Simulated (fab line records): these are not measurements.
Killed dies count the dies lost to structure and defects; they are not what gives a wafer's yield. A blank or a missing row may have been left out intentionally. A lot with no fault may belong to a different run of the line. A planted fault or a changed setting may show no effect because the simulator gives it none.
fab line records + flow rit_cmos
record
- lots=14
- wafers=42
- last_day=7
route steps=202 shown GATE@93 PLDD@120 PSD@152 M1@202
lots untouched by any fault: they come from a run of this same line in which no faults occurred
start_h: hours from the record's opening day to when the first of the lot's shown wafers began + wait_h: time in hours since the lot's previous step + " repeats the value in the row above + L1.1+2: several wafers, shown together as one row + - no value present, or no start provided + * or withheld: withheld + < > ~ a bound
route shown NAME@n: names a module that has steps shown in the file, with the first one's number in the route + usual: mean and standard deviation over wafers with no fault + same: alike in all rows + chamber/n: place in a boat + sites: each site's reading + _std_site: standard deviation of those values + _edge_site: inner sites' mean taken away from outer sites' mean + radius_mm: how far each site lies from the wafer's centre + mask NAME#n: copy n + behind: the last tool/chamber to shape the wafer + hold: reason for holding the lot/hours on hold/outcome of the hold + device: whichever transistor did not switch (one of n, p or np) + end of line: the same wafers' tests at the end of the route + step lacking rows: just its recipe + killed: dies lost to structure and defects at the first sort, not the wafer's yield + map: dies across one wafer; x = killed, . = not, _ = none there
set.NAME: the run value of the setting; set.NAME@STEP: its run value at that earlier step + model.NAME: the simulator's own value behind a step, which no gauge read
the route's steps for a sample of lots (tables are steps, rows are wafers)
services: a tool's chamber out of use, with start hour (start_h, from the record's first day; less than 0 if before it), hours out, and reason
## steps
# step RIT_GATE_OVL_MEAS_17
# usual
- GATE_OVL=0.0/1.2
| lot.wafer | tool       | chamber | start_h | wait_h | GATE_OVL[nm] |
|-----------|------------|---------|---------|--------|--------------|
| L381.2    | overlay-02 | -       | 44.40   | 0.1    | 2.5          |
| L381.3    | "          | -       | "       | "      | 1.0          |
| L381.6    | "          | -       | "       | "      | 0.7          |
| L382.1    | overlay-02 | -       | 51.43   | 0.1    | -1.6         |
| L382.4    | "          | -       | "       | "      | -2.3         |
| L382.6    | "          | -       | "       | "      | -0.3         |
| L386.1    | overlay-01 | -       | 69.19   | 0.1    | -1.1         |
| L386.4    | "          | -       | "       | "      | -0.4         |
| L386.6    | "          | -       | "       | "      | -0.6         |
| L388.2    | overlay-01 | -       | 82.50   | 0.1    | 1.4          |
| L388.3    | "          | -       | "       | "      | 0.8          |
| L388.4    | "          | -       | "       | "      | 1.0          |
| L389.1    | overlay-02 | -       | 89.82   | 0.1    | 1.0          |
| L389.2    | "          | -       | "       | "      | -0.1         |
| L389.5    | "          | -       | "       | "      | 0.8          |
| L390.2    | overlay-02 | -       | 91.39   | 0.1    | -0.9         |
| L390.3    | "          | -       | "       | "      | -1.5         |
| L390.5    | "          | -       | "       | "      | -0.5         |
| L391.1    | overlay-01 | -       | 96.88   | 0.1    | 1.0          |
| L391.2    | "          | -       | "       | "      | 0.1          |
| L391.3    | "          | -       | "       | "      | 1.5          |
| L392.1    | overlay-01 | -       | 102.09  | 0.1    | -1.0         |
| L392.2    | "          | -       | "       | "      | 0.4          |
| L392.6    | "          | -       | "       | "      | -0.1         |
| L393.1    | overlay-01 | -       | 103.70  | 0.1    | 1.8          |
| L393.2    | "          | -       | "       | "      | 2.6          |
| L393.3    | "          | -       | "       | "      | 2.8          |
| L397.2    | overlay-02 | -       | 123.05  | 0.1    | 0.9          |
| L397.4    | "          | -       | "       | "      | -0.1         |
| L397.5    | "          | -       | "       | "      | -1.3         |
| L399.2    | overlay-01 | -       | 135.78  | 0.1    | 0.0          |
| L399.3    | "          | -       | "       | "      | -0.3         |
| L399.6    | "          | -       | "       | "      | 0.9          |
| L400.1    | overlay-01 | -       | 140.83  | 0.1    | -0.6         |
| L400.2    | "          | -       | "       | "      | -0.7         |
| L400.3    | "          | -       | "       | "      | 0.1          |
| L402.1    | overlay-02 | -       | 152.85  | 0.1    | -0.2         |
| L402.3    | "          | -       | "       | "      | -0.2         |
| L402.4    | "          | -       | "       | "      | -0.6         |
| L403.1    | overlay-02 | -       | 154.25  | 0.1    | 0.7          |
| L403.3    | "          | -       | "       | "      | 0.1          |
| L403.6    | "          | -       | "       | "      | 0.3          |
# step RIT_PLDD_OVL_MEAS_06
# usual
- PLDD_OVL=0.1/1.3
| lot.wafer | tool       | chamber | start_h | wait_h | PLDD_OVL[nm] |
|-----------|------------|---------|---------|--------|--------------|
| L381.2    | overlay-02 | -       | 51.62   | -      | -0.9         |
| L381.3    | "          | -       | "       | "      | -1.0         |
| L381.6    | "          | -       | "       | "      | -2.5         |
| L382.1    | overlay-02 | -       | 58.18   | -      | -1.1         |
| L382.4    | "          | -       | "       | "      | -1.6         |
| L382.6    | "          | -       | "       | "      | -1.0         |
| L386.1    | overlay-01 | -       | 77.38   | -      | 0.3          |
| L386.4    | "          | -       | "       | "      | 0.1          |
| L386.6    | "          | -       | "       | "      | 0.6          |
| L388.2    | overlay-02 | -       | 90.14   | -      | 2.0          |
| L388.3    | "          | -       | "       | "      | 0.8          |
| L388.4    | "          | -       | "       | "      | 1.3          |
| L389.1    | overlay-02 | -       | 96.65   | -      | 1.1          |
| L389.2    | "          | -       | "       | "      | 0.8          |
| L389.5    | "          | -       | "       | "      | 1.7          |
| L390.2    | overlay-02 | -       | 98.36   | -      | 0.0          |
| L390.3    | "          | -       | "       | "      | 0.0          |
| L390.5    | "          | -       | "       | "      | -0.1         |
| L391.1    | overlay-02 | -       | 103.60  | -      | -0.5         |
| L391.2    | "          | -       | "       | "      | 1.4          |
| L391.3    | "          | -       | "       | "      | 0.6          |
| L392.1    | overlay-01 | -       | 108.14  | -      | 2.0          |
| L392.2    | "          | -       | "       | "      | -0.7         |
| L392.6    | "          | -       | "       | "      | 0.8          |
| L393.1    | overlay-02 | -       | 110.17  | -      | 1.8          |
| L393.2    | "          | -       | "       | "      | 2.8          |
| L393.3    | "          | -       | "       | "      | 1.5          |
| L397.2    | overlay-01 | -       | 130.07  | -      | 0.7          |
| L397.4    | "          | -       | "       | "      | -0.5         |
| L397.5    | "          | -       | "       | "      | -1.2         |
| L399.2    | overlay-01 | -       | 142.05  | -      | 1.0          |
| L399.3    | "          | -       | "       | "      | -1.4         |
| L399.6    | "          | -       | "       | "      | 1.4          |
| L400.1    | overlay-02 | -       | 148.34  | -      | 2.0          |
| L400.2    | "          | -       | "       | "      | 0.7          |
| L400.3    | "          | -       | "       | "      | 1.4          |
| L402.1    | overlay-01 | -       | 158.83  | -      | 2.2          |
| L402.3    | "          | -       | "       | "      | 2.5          |
| L402.4    | "          | -       | "       | "      | 1.9          |
| L403.1    | overlay-02 | -       | 161.24  | -      | -1.3         |
| L403.3    | "          | -       | "       | "      | -1.5         |
| L403.6    | "          | -       | "       | "      | -2.2         |
# step RIT_PLDD_IMPLANT_08
# recipe
- species=BF2
- energy_kev=20
- dose_cm2=9e+14
- tilt_deg=7
# usual
- dose_ions_cm2=9e+14/9.7e+11
- end_station_pressure_torr=7.2e-06/3.7e-07
| lot.wafer | tool         | chamber | start_h | wait_h | dose_ions_cm2 | end_station_pressure_torr |
|-----------|--------------|---------|---------|--------|---------------|---------------------------|
| L381.2    | implanter-03 | 0       | 51.83   | 0.1    | 8.97e+14      | 7.1e-06                   |
| L381.3    | "            | 0       | "       | "      | 8.998e+14     | 7.3e-06                   |
| L381.6    | "            | 0       | "       | "      | 8.996e+14     | 6.8e-06                   |
| L382.1    | implanter-02 | 0       | 58.37   | 0.1    | 8.999e+14     | 7.5e-06                   |
| L382.4    | "            | 0       | "       | "      | 9.006e+14     | 7.4e-06                   |
| L382.6    | "            | 0       | "       | "      | 8.994e+14     | 7.1e-06                   |
| L386.1    | implanter-04 | 0       | 77.57   | 0.1    | 9.013e+14     | 7.5e-06                   |
| L386.4    | "            | 0       | "       | "      | 8.993e+14     | 6.8e-06                   |
| L386.6    | "            | 0       | "       | "      | 8.996e+14     | 7.4e-06                   |
| L388.2    | implanter-02 | 0       | 90.34   | 0.1    | 8.996e+14     | 7.3e-06                   |
| L388.3    | "            | 0       | "       | "      | 8.988e+14     | 7.3e-06                   |
| L388.4    | "            | 0       | "       | "      | 9.01e+14      | 6.9e-06                   |
| L389.1    | implanter-02 | 0       | 96.84   | 0.1    | 8.982e+14     | 6.5e-06                   |
| L389.2    | "            | 0       | "       | "      | 8.989e+14     | 7.2e-06                   |
| L389.5    | "            | 0       | "       | "      | 8.977e+14     | 7.8e-06                   |
| L390.2    | implanter-03 | 0       | 98.57   | 0.1    | 8.995e+14     | 7.6e-06                   |
| L390.3    | "            | 0       | "       | "      | 8.998e+14     | 7.5e-06                   |
| L390.5    | "            | 0       | "       | "      | 9.001e+14     | 7.2e-06                   |
| L391.1    | implanter-02 | 0       | 103.78  | 0.1    | 8.995e+14     | 7.1e-06                   |
| L391.2    | "            | 0       | "       | "      | 9.005e+14     | 6.5e-06                   |
| L391.3    | "            | 0       | "       | "      | 8.997e+14     | 6.9e-06                   |
| L392.1    | implanter-03 | 0       | 108.38  | 0.1    | 9.012e+14     | 7.2e-06                   |
| L392.2    | "            | 0       | "       | "      | 9.008e+14     | 7.1e-06                   |
| L392.6    | "            | 0       | "       | "      | 9.014e+14     | 7.3e-06                   |
| L393.1    | implanter-03 | 0       | 110.36  | 0.1    | 9.002e+14     | 7.5e-06                   |
| L393.2    | "            | 0       | "       | "      | 9.014e+14     | 7.5e-06                   |
| L393.3    | "            | 0       | "       | "      | 8.988e+14     | 7.4e-06                   |
| L397.2    | implanter-03 | 0       | 130.27  | 0.1    | 9e+14         | 7.5e-06                   |
| L397.4    | "            | 0       | "       | "      | 8.986e+14     | 7.4e-06                   |
| L397.5    | "            | 0       | "       | "      | 8.992e+14     | 8e-06                     |
| L399.2    | implanter-03 | 0       | 142.25  | 0.1    | 8.999e+14     | 8.1e-06                   |
| L399.3    | "            | 0       | "       | "      | 9.021e+14     | 6.7e-06                   |
| L399.6    | "            | 0       | "       | "      | 9.004e+14     | 7e-06                     |
| L400.1    | implanter-02 | 0       | 148.52  | 0.1    | 8.993e+14     | 7.7e-06                   |
| L400.2    | "            | 0       | "       | "      | 8.999e+14     | 6.9e-06                   |
| L400.3    | "            | 0       | "       | "      | 9.017e+14     | 7.1e-06                   |
| L402.1    | implanter-02 | 0       | 159.02  | 0.1    | 8.998e+14     | 6.7e-06                   |
| L402.3    | "            | 0       | "       | "      | 9e+14         | 7.4e-06                   |
| L402.4    | "            | 0       | "       | "      | 9e+14         | 7.1e-06                   |
| L403.1    | implanter-04 | 0       | 161.43  | 0.1    | 9.003e+14     | 6.8e-06                   |
| L403.3    | "            | 0       | "       | "      | 9.017e+14     | 7.1e-06                   |
| L403.6    | "            | 0       | "       | "      | 8.992e+14     | 7.5e-06                   |
# step RIT_PSD_TW_MEAS_10
# usual
- PSD_TW=3406/29
| lot.wafer | tool          | chamber | start_h | wait_h | PSD_TW |
|-----------|---------------|---------|---------|--------|--------|
| L381.2    | film_metro-03 | -       | 58.56   | 0.1    | 3371   |
| L381.3    | "             | -       | "       | "      | 3388   |
| L381.6    | "             | -       | "       | "      | 3404   |
| L382.1    | film_metro-04 | -       | 65.24   | 0.1    | 3435   |
| L382.4    | "             | -       | "       | "      | 3424   |
| L382.6    | "             | -       | "       | "      | 3418   |
| L386.1    | film_metro-02 | -       | 84.39   | 0.1    | 3431   |
| L386.4    | "             | -       | "       | "      | 3428   |
| L386.6    | "             | -       | "       | "      | 3430   |
| L388.2    | film_metro-03 | -       | 96.15   | 0.1    | 3376   |
| L388.3    | "             | -       | "       | "      | 3380   |
| L388.4    | "             | -       | "       | "      | 3372   |
| L389.1    | film_metro-02 | -       | 102.77  | 0.1    | 3447   |
| L389.2    | "             | -       | "       | "      | 3449   |
| L389.5    | "             | -       | "       | "      | 3458   |
| L390.2    | film_metro-03 | -       | 104.57  | 0.1    | 3368   |
| L390.3    | "             | -       | "       | "      | 3370   |
| L390.5    | "             | -       | "       | "      | 3370   |
| L391.1    | film_metro-04 | -       | 109.64  | 0.1    | 3428   |
| L391.2    | "             | -       | "       | "      | 3426   |
| L391.3    | "             | -       | "       | "      | 3440   |
| L392.1    | film_metro-03 | -       | 114.31  | 0.1    | 3385   |
| L392.2    | "             | -       | "       | "      | 3364   |
| L392.6    | "             | -       | "       | "      | 3347   |
| L393.1    | film_metro-03 | -       | 116.35  | 0.1    | 3379   |
| L393.2    | "             | -       | "       | "      | 3382   |
| L393.3    | "             | -       | "       | "      | 3376   |
| L397.2    | film_metro-04 | -       | 136.32  | 0.1    | 3427   |
| L397.4    | "             | -       | "       | "      | 3431   |
| L397.5    | "             | -       | "       | "      | 3445   |
| L399.2    | film_metro-03 | -       | 148.66  | 0.1    | 3370   |
| L399.3    | "             | -       | "       | "      | 3370   |
| L399.6    | "             | -       | "       | "      | 3370   |
| L400.1    | film_metro-04 | -       | 154.35  | 0.1    | 3425   |
| L400.2    | "             | -       | "       | "      | 3419   |
| L400.3    | "             | -       | "       | "      | 3410   |
| L402.1    | film_metro-04 | -       | 164.74  | 0.1    | 3422   |
| L402.3    | "             | -       | "       | "      | 3413   |
| L402.4    | "             | -       | "       | "      | 3417   |
| L403.1    | film_metro-04 | -       | 167.22  | 0.1    | 3412   |
| L403.3    | "             | -       | "       | "      | 3425   |
| L403.6    | "             | -       | "       | "      | 3432   |
# step RIT_SDANNEAL_RS_MEAS_06
# recipe
- thk_meas_gauge=four-point-probe
# usual
- PLDD_RS=178.7/0.54
| lot.wafer | tool          | chamber | start_h | wait_h | PLDD_RS[ohm/sq] |
|-----------|---------------|---------|---------|--------|-----------------|
| L381.2    | film_metro-03 | -       | 59.33   | 0.1    | 178.5           |
| L381.3    | "             | -       | "       | "      | 178.3           |
| L381.6    | "             | -       | "       | "      | 178.2           |
| L382.1    | film_metro-03 | -       | 66.00   | 0.1    | 178.5           |
| L382.4    | "             | -       | "       | "      | 178.0           |
| L382.6    | "             | -       | "       | "      | 178.4           |
| L386.1    | film_metro-03 | -       | 85.12   | 0.1    | 178.7           |
| L386.4    | "             | -       | "       | "      | 178.7           |
| L386.6    | "             | -       | "       | "      | 178.5           |
| L388.2    | film_metro-04 | -       | 96.89   | 0.1    | 178.6           |
| L388.3    | "             | -       | "       | "      | 178.6           |
| L388.4    | "             | -       | "       | "      | 178.5           |
| L389.1    | film_metro-02 | -       | 103.49  | 0.1    | 177.9           |
| L389.2    | "             | -       | "       | "      | 177.9           |
| L389.5    | "             | -       | "       | "      | 177.7           |
| L390.2    | film_metro-03 | -       | 105.30  | 0.1    | 180.0           |
| L390.3    | "             | -       | "       | "      | 179.9           |
| L390.5    | "             | -       | "       | "      | 179.5           |
| L391.1    | film_metro-03 | -       | 110.37  | 0.1    | 179.1           |
| L391.2    | "             | -       | "       | "      | 179.3           |
| L391.3    | "             | -       | "       | "      | 179.8           |
| L392.1    | film_metro-03 | -       | 115.10  | 0.1    | 178.7           |
| L392.2    | "             | -       | "       | "      | 178.9           |
| L392.6    | "             | -       | "       | "      | 179.4           |
| L393.1    | film_metro-04 | -       | 117.07  | 0.1    | 178.1           |
| L393.2    | "             | -       | "       | "      | 178.6           |
| L393.3    | "             | -       | "       | "      | 178.2           |
| L397.2    | film_metro-02 | -       | 137.43  | 0.1    | 185.2           |
| L397.4    | "             | -       | "       | "      | 184.8           |
| L397.5    | "             | -       | "       | "      | 185.1           |
| L399.2    | film_metro-03 | -       | 149.60  | 0.1    | 185.8           |
| L399.3    | "             | -       | "       | "      | 185.7           |
| L399.6    | "             | -       | "       | "      | 186.2           |
| L400.1    | film_metro-03 | -       | 155.11  | 0.1    | 179.3           |
| L400.2    | "             | -       | "       | "      | 179.0           |
| L400.3    | "             | -       | "       | "      | 179.5           |
| L402.1    | film_metro-04 | -       | 165.57  | 0.1    | 178.4           |
| L402.3    | "             | -       | "       | "      | 178.9           |
| L402.4    | "             | -       | "       | "      | 177.8           |
| L403.1    | film_metro-04 | -       | 167.96  | 0.1    | 177.9           |
| L403.3    | "             | -       | "       | "      | 178.2           |
| L403.6    | "             | -       | "       | "      | 178.5           |
# step RIT_M1_PROBE_99
# usual
- killed_at_contacts=0.1/0.31
- killed_at_front_end=8/3.1
- killed_dies=8/3.2
- killed_on_rim=2.1/1.6
- killed_open=3.9/2.2
- killed_short=3.8/2.1
# same
- gross_dies=264
- killed_at_M0_to_M3=0
- killed_at_M4_up=0
- killed_at_back_side=0
- killed_at_other=0
| lot.wafer | tool      | chamber | start_h | wait_h | killed_at_contacts | killed_at_front_end | killed_dies | killed_on_rim | killed_open | killed_short |
|-----------|-----------|---------|---------|--------|--------------------|---------------------|-------------|---------------|-------------|--------------|
| L382.1    | prober-02 | -       | 73.42   | 0.1    | 0                  | 12                  | 12          | 3             | 7           | 5            |
| L382.4    | prober-02 | -       | 73.57   | 0.2    | 0                  | 8                   | 8           | 2             | 4           | 4            |
| L382.6    | prober-02 | -       | 73.67   | 0.2    | 0                  | 7                   | 7           | 3             | 1           | 6            |
| L389.1    | prober-01 | -       | 110.64  | 0.1    | 0                  | 8                   | 8           | 2             | 7           | 1            |
| L389.2    | prober-01 | -       | 110.69  | 0.1    | 0                  | 6                   | 6           | 2             | 1           | 5            |
| L389.5    | prober-01 | -       | 110.84  | 0.2    | 1                  | 13                  | 14          | 1             | 5           | 9            |
| L391.1    | prober-01 | -       | 117.52  | 0.1    | 0                  | 10                  | 10          | 1             | 5           | 5            |
| L391.2    | prober-01 | -       | 117.57  | 0.1    | 0                  | 6                   | 6           | 2             | 3           | 3            |
| L391.3    | prober-01 | -       | 117.62  | 0.2    | 0                  | 6                   | 6           | 1             | 4           | 2            |
| L392.1    | prober-02 | -       | 122.41  | 0.1    | 0                  | 9                   | 9           | 3             | 4           | 5            |
| L392.2    | prober-02 | -       | 122.46  | 0.1    | 0                  | 7                   | 7           | 1             | 4           | 3            |
| L392.6    | prober-02 | -       | 122.66  | 0.2    | 0                  | 11                  | 11          | 4             | 9           | 2            |
| L393.1    | prober-01 | -       | 124.24  | 0.1    | 0                  | 6                   | 6           | 1             | 1           | 5            |
| L393.2    | prober-01 | -       | 124.29  | 0.1    | 0                  | 13                  | 13          | 5             | 5           | 8            |
| L393.3    | prober-01 | -       | 124.34  | 0.2    | 0                  | 7                   | 7           | 2             | 3           | 4            |
| L397.2    | prober-01 | -       | 144.98  | 0.1    | 0                  | 12                  | 12          | 5             | 7           | 5            |
| L397.4    | prober-01 | -       | 145.08  | 0.2    | 0                  | 6                   | 6           | 2             | 3           | 3            |
| L397.5    | prober-01 | -       | 145.13  | 0.2    | 0                  | 10                  | 10          | 2             | 4           | 6            |
| L399.2    | prober-01 | -       | 157.03  | 0.1    | 0                  | 9                   | 9           | 2             | 6           | 3            |
| L399.3    | prober-01 | -       | 157.08  | 0.2    | 1                  | 9                   | 10          | 6             | 5           | 5            |
| L399.6    | prober-01 | -       | 157.23  | 0.2    | 0                  | 6                   | 6           | 3             | 6           | 0            |
| L402.1    | prober-02 | -       | 172.80  | 0.1    | 0                  | 7                   | 7           | 2             | 2           | 5            |
| L402.3    | prober-02 | -       | 172.90  | 0.2    | 0                  | 10                  | 10          | 2             | 5           | 5            |
| L402.4    | prober-02 | -       | 172.95  | 0.2    | 0                  | 6                   | 6           | 1             | 4           | 2            |
# killed by level:class
L382.1 FOX1:geometric_particle:open=2 GATE:geometric_particle:open=2 REOX:geometric_particle:short=2 FOX1:geometric_particle:short=1 FOX2:geometric_particle:open=1 FOX2:geometric_particle:short=1 GATE:geometric_particle:short=1 REOX:geometric_particle:open=1
L382.4 SPACER:geometric_particle:short=3 SPACER:geometric_particle:open=2 FOX1:geometric_particle:short=1 FOX1:geometric_particle:open=1 REOX:geometric_particle:open=1
L382.6 REOX:geometric_particle:short=2 SPACER:geometric_particle:short=2 FOX1:geometric_particle:short=1 GATE:geometric_particle:short=1 GATE:geometric_particle:open=1
L389.1 GATE:geometric_particle:open=5 GATE:geometric_particle:short=1 REOX:geometric_particle:open=1 SPACER:geometric_particle:open=1
L389.2 GATE:geometric_particle:short=2 REOX:geometric_particle:short=1 REOX:geometric_particle:open=1 SPACER:geometric_particle:short=1 SILICIDE:geometric_particle:short=1
L389.5 GATE:geometric_particle:short=4 REOX:geometric_particle:open=3 GATE:geometric_particle:open=2 FOX1:geometric_particle:short=1 REOX:geometric_particle:short=1 SPACER:geometric_particle:short=1 SILICIDE:geometric_particle:short=1 CONTACT:geometric_particle:short=1
L391.1 GATE:geometric_particle:open=3 FOX1:geometric_particle:short=1 FOX1:geometric_particle:open=1 FOX2:geometric_particle:short=1 GATE:geometric_particle:short=1 REOX:geometric_particle:short=1 SPACER:geometric_particle:open=1 SPACER:geometric_particle:short=1
L391.2 FOX2:geometric_particle:short=1 GATE:geometric_particle:open=1 REOX:geometric_particle:open=1 SPACER:geometric_particle:short=1 SPACER:geometric_particle:open=1 SILICIDE:geometric_particle:short=1
L391.3 GATE:geometric_particle:open=2 SILICIDE:geometric_particle:open=2 GATE:geometric_particle:short=1 SILICIDE:geometric_particle:short=1
L392.1 FOX2:geometric_particle:short=4 GATE:geometric_particle:open=3 FOX2:geometric_particle:open=1 SILICIDE:geometric_particle:short=1
L392.2 FOX1:geometric_particle:open=2 ACTIVE:geometric_particle:open=1 FOX1:geometric_particle:short=1 GATE:geometric_particle:short=1 SPACER:geometric_particle:short=1 SPACER:geometric_particle:open=1
L392.6 GATE:geometric_particle:open=3 REOX:geometric_particle:open=3 FOX1:geometric_particle:short=1 FOX1:geometric_particle:open=1 REOX:geometric_particle:short=1 SPACER:geometric_particle:open=1 SILICIDE:geometric_particle:open=1
L393.1 GATE:geometric_particle:short=2 FOX1:geometric_particle:short=1 FOX2:geometric_particle:short=1 REOX:geometric_particle:open=1 SPACER:geometric_particle:short=1
L393.2 GATE:geometric_particle:short=5 GATE:geometric_particle:open=3 FOX1:geometric_particle:short=2 ACTIVE:geometric_particle:open=1 SPACER:geometric_particle:open=1 SILICIDE:geometric_particle:short=1
L393.3 GATE:geometric_particle:open=2 GATE:geometric_particle:short=2 REOX:geometric_particle:short=1 REOX:geometric_particle:open=1 SPACER:geometric_particle:short=1
L397.2 GATE:geometric_particle:open=4 FOX1:geometric_particle:short=2 FOX2:geometric_particle:open=2 GATE:geometric_particle:short=2 FOX2:geometric_particle:short=1 SILICIDE:geometric_particle:open=1
L397.4 GATE:geometric_particle:open=3 FOX2:geometric_particle:short=2 GATE:geometric_particle:short=1
L397.5 GATE:geometric_particle:short=5 REOX:geometric_particle:open=2 FOX2:geometric_particle:short=1 GATE:geometric_particle:open=1 SILICIDE:geometric_particle:open=1
L399.2 FOX2:geometric_particle:open=2 FOX1:geometric_particle:open=1 GATE:geometric_particle:short=1 GATE:geometric_particle:open=1 SPACER:geometric_particle:short=1 SPACER:geometric_particle:open=1 SILICIDE:geometric_particle:open=1 SILICIDE:geometric_particle:short=1
L399.3 SPACER:geometric_particle:open=3 SPACER:geometric_particle:short=3 FOX1:geometric_particle:open=1 FOX2:geometric_particle:short=1 GATE:geometric_particle:open=1 CONTACT:geometric_particle:short=1
L399.6 FOX1:geometric_particle:open=4 GATE:geometric_particle:open=1 SPACER:geometric_particle:open=1
L402.1 FOX1:geometric_particle:short=2 GATE:geometric_particle:short=2 GATE:geometric_particle:open=1 SPACER:geometric_particle:short=1 SPACER:geometric_particle:open=1
L402.3 GATE:geometric_particle:open=3 FOX1:geometric_particle:short=1 FOX1:geometric_particle:open=1 FOX2:geometric_particle:short=1 GATE:geometric_particle:short=1 REOX:geometric_particle:short=1 SPACER:geometric_particle:open=1 SPACER:geometric_particle:short=1
L402.4 GATE:geometric_particle:open=2 FOX1:geometric_particle:short=1 GATE:geometric_particle:short=1 REOX:geometric_particle:open=1 SPACER:geometric_particle:open=1
## services
| tool         | chamber | start_h | hours | kind   |
|--------------|---------|---------|-------|--------|
| implanter-04 | -       | 35.09   | 3.4   | repair |
| implanter-03 | -       | 57.50   | 1.7   | repair |
| implanter-04 | -       | 64.76   | 1.3   | repair |
| implanter-03 | -       | 65.47   | 4.7   | pm     |
| implanter-04 | -       | 69.34   | 5.4   | repair |
| implanter-03 | -       | 70.16   | 3.2   | pm     |
| implanter-03 | -       | 84.58   | 10.2  | repair |
| implanter-04 | -       | 94.46   | 5.6   | pm     |
| implanter-02 | -       | 121.27  | 6.1   | repair |
| implanter-04 | -       | 123.43  | 2.4   | repair |
## key
first_sign
- step=RIT_SDANNEAL_RS_MEAS_06
- reading=PLDD_RS
- direction=up
- sigmas=13
- usual=178.7
- struck=185.5
effect none on later readings
met_at RIT_PLDD_IMPLANT_08
struck_lots L397,L399
tester_left_out L397,L399
not_acting_at RIT_GATE_OVL_MEAS_17,RIT_PLDD_OVL_MEAS_06,RIT_PSD_TW_MEAS_10
onset_between 110.36 130.27
fault
- kind=process_parameter_drift
- tool=implanter-03
- chamber=-
- onset_h=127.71
- steps=RIT_PLDD_IMPLANT_08
- channel=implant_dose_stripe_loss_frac
- offset=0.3
- shape=step
- end_h=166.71
# tester_left_out: of these lots the tester's yield and bins aren't shown, on N5 and GAA mostly nor the transistor test; their killed dies are dies lost to structure and defects alone, not to doping, threshold or leakage, so they don't give the yield
